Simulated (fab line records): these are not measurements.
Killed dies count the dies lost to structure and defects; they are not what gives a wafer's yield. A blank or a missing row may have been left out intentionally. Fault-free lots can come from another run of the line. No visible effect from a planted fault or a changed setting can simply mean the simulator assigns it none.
Split-lot study :: flow rit_cmos :: 27 wafers read from 5 lots, route of 202 steps

== THE SPLIT ITSELF ==
At RIT_ACTIVE_ETCH_13 (etches Si3N4 in SF6, stops on SiO2, time 210 s, target depth 210 nm), the setting target_depth_a was moved away from the recipe's 2100 angstrom on 9 of the 27 wafers read, by +22.3% to +36.2%. For the rest of the wafers, this setting stayed at what the recipe calls for.

The reading comes from the split's own step.

== THE READING ==
oes_product_au, in a.u., at RIT_ACTIVE_ETCH_13 (etches Si3N4 in SF6, stops on SiO2, time 210 s, target depth 210 nm). On this fab line, fault-free wafers typically give 0.814 a.u. with a standard deviation of 0.017 a.u.

wafer: L075.2
tool, chamber at the split: rie_diel-04, 1
target_depth_a as run, angstrom: 2100
against the recipe: recipe
oes_product_au, a.u.: 0.797
against lot-mates on the recipe: -

wafer: L075.4
tool, chamber at the split: rie_diel-04, 3
target_depth_a as run, angstrom: 2100
against the recipe: recipe
oes_product_au, a.u.: 0.829
against lot-mates on the recipe: -

wafer: L075.6
tool, chamber at the split: rie_diel-04, 0
target_depth_a as run, angstrom: 2100
against the recipe: recipe
oes_product_au, a.u.: 0.795
against lot-mates on the recipe: -

wafer: L078.1
tool, chamber at the split: rie_diel-04, 0
target_depth_a as run, angstrom: 2100
against the recipe: recipe
oes_product_au, a.u.: 0.794
against lot-mates on the recipe: -

wafer: L078.2
tool, chamber at the split: rie_diel-04, 3
target_depth_a as run, angstrom: 2100
against the recipe: recipe
oes_product_au, a.u.: 0.825
against lot-mates on the recipe: -

wafer: L078.3
tool, chamber at the split: rie_diel-04, 2
target_depth_a as run, angstrom: 2100
against the recipe: recipe
oes_product_au, a.u.: 0.836
against lot-mates on the recipe: -

wafer: L078.4
tool, chamber at the split: rie_diel-04, 1
target_depth_a as run, angstrom: 2100
against the recipe: recipe
oes_product_au, a.u.: 0.808
against lot-mates on the recipe: -

wafer: L078.5
tool, chamber at the split: rie_diel-04, 0
target_depth_a as run, angstrom: 2100
against the recipe: recipe
oes_product_au, a.u.: 0.784
against lot-mates on the recipe: -

wafer: L078.6
tool, chamber at the split: rie_diel-04, 3
target_depth_a as run, angstrom: 2100
against the recipe: recipe
oes_product_au, a.u.: 0.836
against lot-mates on the recipe: -

wafer: L079.1
tool, chamber at the split: rie_diel-01, 3
target_depth_a as run, angstrom: 2100
against the recipe: recipe
oes_product_au, a.u.: 0.804
against lot-mates on the recipe: -

wafer: L079.2
tool, chamber at the split: rie_diel-01, 2
target_depth_a as run, angstrom: 2736
against the recipe: +30.3%
oes_product_au, a.u.: 0.719
against lot-mates on the recipe: -0.090

wafer: L079.3
tool, chamber at the split: rie_diel-01, 0
target_depth_a as run, angstrom: 2736
against the recipe: +30.3%
oes_product_au, a.u.: 0.712
against lot-mates on the recipe: -0.097

wafer: L079.4
tool, chamber at the split: rie_diel-01, 1
target_depth_a as run, angstrom: 2736
against the recipe: +30.3%
oes_product_au, a.u.: 0.711
against lot-mates on the recipe: -0.098

wafer: L079.5
tool, chamber at the split: rie_diel-01, 3
target_depth_a as run, angstrom: 2100
against the recipe: recipe
oes_product_au, a.u.: 0.798
against lot-mates on the recipe: -

wafer: L079.6
tool, chamber at the split: rie_diel-01, 2
target_depth_a as run, angstrom: 2100
against the recipe: recipe
oes_product_au, a.u.: 0.824
against lot-mates on the recipe: -

wafer: L084.1
tool, chamber at the split: rie_diel-01, 3
target_depth_a as run, angstrom: 2100
against the recipe: recipe
oes_product_au, a.u.: 0.805
against lot-mates on the recipe: -

wafer: L084.2
tool, chamber at the split: rie_diel-01, 2
target_depth_a as run, angstrom: 2100
against the recipe: recipe
oes_product_au, a.u.: 0.834
against lot-mates on the recipe: -

wafer: L084.3
tool, chamber at the split: rie_diel-01, 1
target_depth_a as run, angstrom: 2100
against the recipe: recipe
oes_product_au, a.u.: 0.813
against lot-mates on the recipe: -

wafer: L084.4
tool, chamber at the split: rie_diel-01, 0
target_depth_a as run, angstrom: 2861
against the recipe: +36.2%
oes_product_au, a.u.: 0.699
against lot-mates on the recipe: -0.118

wafer: L084.5
tool, chamber at the split: rie_diel-01, 3
target_depth_a as run, angstrom: 2861
against the recipe: +36.2%
oes_product_au, a.u.: 0.691
against lot-mates on the recipe: -0.126

wafer: L084.6
tool, chamber at the split: rie_diel-01, 2
target_depth_a as run, angstrom: 2861
against the recipe: +36.2%
oes_product_au, a.u.: 0.709
against lot-mates on the recipe: -0.108

wafer: L085.1
tool, chamber at the split: rie_diel-04, 0
target_depth_a as run, angstrom: 2569
against the recipe: +22.3%
oes_product_au, a.u.: 0.706
against lot-mates on the recipe: -0.112

wafer: L085.2
tool, chamber at the split: rie_diel-04, 2
target_depth_a as run, angstrom: 2100
against the recipe: recipe
oes_product_au, a.u.: 0.837
against lot-mates on the recipe: -

wafer: L085.3
tool, chamber at the split: rie_diel-04, 0
target_depth_a as run, angstrom: 2100
against the recipe: recipe
oes_product_au, a.u.: 0.792
against lot-mates on the recipe: -

wafer: L085.4
tool, chamber at the split: rie_diel-04, 2
target_depth_a as run, angstrom: 2100
against the recipe: recipe
oes_product_au, a.u.: 0.825
against lot-mates on the recipe: -

wafer: L085.5
tool, chamber at the split: rie_diel-04, 2
target_depth_a as run, angstrom: 2569
against the recipe: +22.3%
oes_product_au, a.u.: 0.742
against lot-mates on the recipe: -0.076

wafer: L085.6
tool, chamber at the split: rie_diel-04, 0
target_depth_a as run, angstrom: 2569
against the recipe: +22.3%
oes_product_au, a.u.: 0.715
against lot-mates on the recipe: -0.103

FIT RESULTS
A straight line over all 27 wafers: oes_product_au changes by -0.00333 a.u. for each +1% of target_depth_a; r = -0.95; the points scatter about the line by 0.017 a.u.
The same after taking each lot's own level away (the mean of its wafers on the recipe; 27 wafers): -0.00337 a.u. for each +1%; r = -0.94; scatter 0.017 a.u.
According to that fit, moving target_depth_a by its largest amount changes the reading by 0.12 a.u.
Measured against the standard deviation above, the lots' own levels, which go from 0.8070 to 0.8180 a.u., span 0.6 times it.
The two slopes are in agreement: the lot-to-lot level therefore moves the slope only a little.
Check: with one of the wafers moved furthest among these (+36.2%) left out of the fit, the line predicts -0.124 a.u. for it against its lot-mates. Against them it came out at -0.118 a.u.
Tool readings at the split's step, against how far the setting was moved: oes_product_au r = -0.95.

== THE OTHER SPLITS THESE WAFERS WENT THROUGH ==
Before the reading, these wafers also passed through other splits. Each is held against what the fit with the lots' levels taken away leaves over:
other split on the same wafers: RIT_ACTIVE_DEVELOP_10 develop_time_s
wafers away from the commonest value: 6
r with oes_product_au (lot level and that fit taken away): -0.29

== THE WHOLE CHAIN: every reading that the file lists as answering this split, in the file's order ==
step: RIT_ACTIVE_ETCH_13
what it does: etches Si3N4 in SF6, stops on SiO2, time 210 s, target depth 210 nm
reading: oes_product_au
change (the file's fit): -0.00341 a.u. for each +1% of the setting
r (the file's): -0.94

step: RIT_ACTIVE_ETCH_13
what it does: etches Si3N4 in SF6, stops on SiO2, time 210 s, target depth 210 nm
reading: NOVOLAK_of_ACTIVE_COAT_06.thk_nm (the simulator's own value, which no gauge read)
change (the file's fit): -2.32 nm for each +1% of the setting
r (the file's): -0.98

step: RIT_ACTIVE_ETCH_13
what it does: etches Si3N4 in SF6, stops on SiO2, time 210 s, target depth 210 nm
reading: SiO2_of_ACTIVE_OXIDATION_01.thk_nm (the simulator's own value, which no gauge read)
change (the file's fit): -0.765 nm for each +1% of the setting
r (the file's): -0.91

step: RIT_ACTIVE_ETCH_13
what it does: etches Si3N4 in SF6, stops on SiO2, time 210 s, target depth 210 nm
reading: ACTIVE.feature_depth_nm (the simulator's own value, which no gauge read)
change (the file's fit): +0.773 nm for each +1% of the setting
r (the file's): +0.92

step: RIT_FOX2_WET_ETCH_03
what it does: etches Si3N4 in H3PO4, target depth 195 nm, time 2700 s
reading: SiO2_of_ACTIVE_OXIDATION_01.thk_nm (the simulator's own value, which no gauge read)
change (the file's fit): -0.681 nm for each +1% of the setting
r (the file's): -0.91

== FILE'S OWN FIT ==
oes_product_au changes by -0.00341 a.u. for each +1% of target_depth_a, r = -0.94.
